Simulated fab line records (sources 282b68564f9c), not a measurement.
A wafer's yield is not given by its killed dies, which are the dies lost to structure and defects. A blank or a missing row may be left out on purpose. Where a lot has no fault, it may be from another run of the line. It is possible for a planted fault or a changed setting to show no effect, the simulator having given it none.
Problem report, 8D (eight disciplines) form, completed by code / flow rit_cmos / the parts of the form that need people (team, actions taken, sign-off) are left out

1. WHAT IS WRONG
Wafers free of any fault read 3093 (standard deviation 29) for NSD_TW at RIT_NSD_TW_MEAS_10, against a mean of 3365 on 6 wafers of 2 lots. That is +9.4 standard deviations from the usual mean.
First seen on wafer L405.3, day 4 01:52, on film_metro-03. The record has a number at this step for 42 wafers belonging to 14 lots. The rule behind "out" and "out of limits": a value lying over 4 standard deviations away from the usual mean. The other wafers with a number count as sound.

2. WHAT THIS IS AND IS NOT
question=which readings at this step | is=NSD_TW | is not=-
question=which lots | is=L405, L407 | is not=L401, L402, L403, L406, L413, L414, L418, L419, L420, L421, L422, L423
question=which wafers of those lots | is=all that have a number | is not=-
question=read on which gauges | is=film_metro-02, film_metro-03 | is not=film_metro-04
question=when | is=from day 4 01:52 | is not=up to then (9 sound wafers); but 27 sound wafers of L406, L413, L414, L418, L419, L420, L421, L422, L423 came after

3. THE SUSPECTS, EACH WITH WHAT RULES IT OUT
Counting: a tool at any process step up to the reading remains a suspect when it ran all the lots that are out and ran no sound lot after the first of those.
- the gauge at RIT_NSD_TW_MEAS_10 has been ruled out. The wafers that are out were read on 2 gauges (film_metro-02, film_metro-03).
- implanter-03 at RIT_NSD_IMPLANT_08: ruled out as a lasting fault. Following L405 (day 4 01:34), the first lot on it that is out, the sound lots L419, L421 were run on it.
Left after counting: nothing in the record.

4. THE CAUSE (what the simulator had put in)
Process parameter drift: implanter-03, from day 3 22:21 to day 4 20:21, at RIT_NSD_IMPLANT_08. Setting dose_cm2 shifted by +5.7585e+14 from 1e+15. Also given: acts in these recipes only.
The count ruled it out by mistake, since the rule takes a fault to strike every lot its tool runs from the start of the fault on, and this one did not do so.

5. THE EFFECT CHAIN, in route order
Each row: a reading where the mean over the struck wafers with a number is more than 3 standard deviations away from the usual. Readings are gone through only where the record gives a usual standard deviation; hours: the median, over the lots, of the time from a lot's start at the first step in this table giving one to that lot's start at this step; sigmas: the change measured in usual standard deviations.
hours=0; step=RIT_NSD_IMPLANT_08; reading=dose_ions_cm2; usual=1e+15; on struck wafers=2e+15; change=+6e+14; sigmas=+99 or more
hours=0; step=RIT_NSD_IMPLANT_08; reading=end_station_pressure_torr; usual=7.6e-06 Torr; on struck wafers=9.2e-06; change=+1.6e-06; sigmas=+4.0
hours=0; step=RIT_NSD_IMPLANT_08; reading=faraday_current_uA; usual=3134; on struck wafers=4985; change=+1851; sigmas=+29
hours=0; step=RIT_NSD_TW_MEAS_10; reading=NSD_TW; usual=3093; on struck wafers=3365; change=+272; sigmas=+9.4
hours=2; step=RIT_SDANNEAL_RS_MEAS_05; reading=NSD_RS; usual=84.7 ohm/sq; on struck wafers=60.4; change=-24.4; sigmas=-76
Here are the process steps it includes:
- RIT_NSD_IMPLANT_08

6. WHAT WOULD HAVE CAUGHT IT SOONER
The first out-of-limits reading at a measuring or inspecting step in this record came at day 4 01:52, 4 hours after the fault's start at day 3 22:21.
At RIT_NSD_IMPLANT_08, the tool's own readings (dose_ions_cm2, faraday_current_uA) were out on each struck wafer the step has a row for, so an alarm limit on them would have fired on the first such wafer.
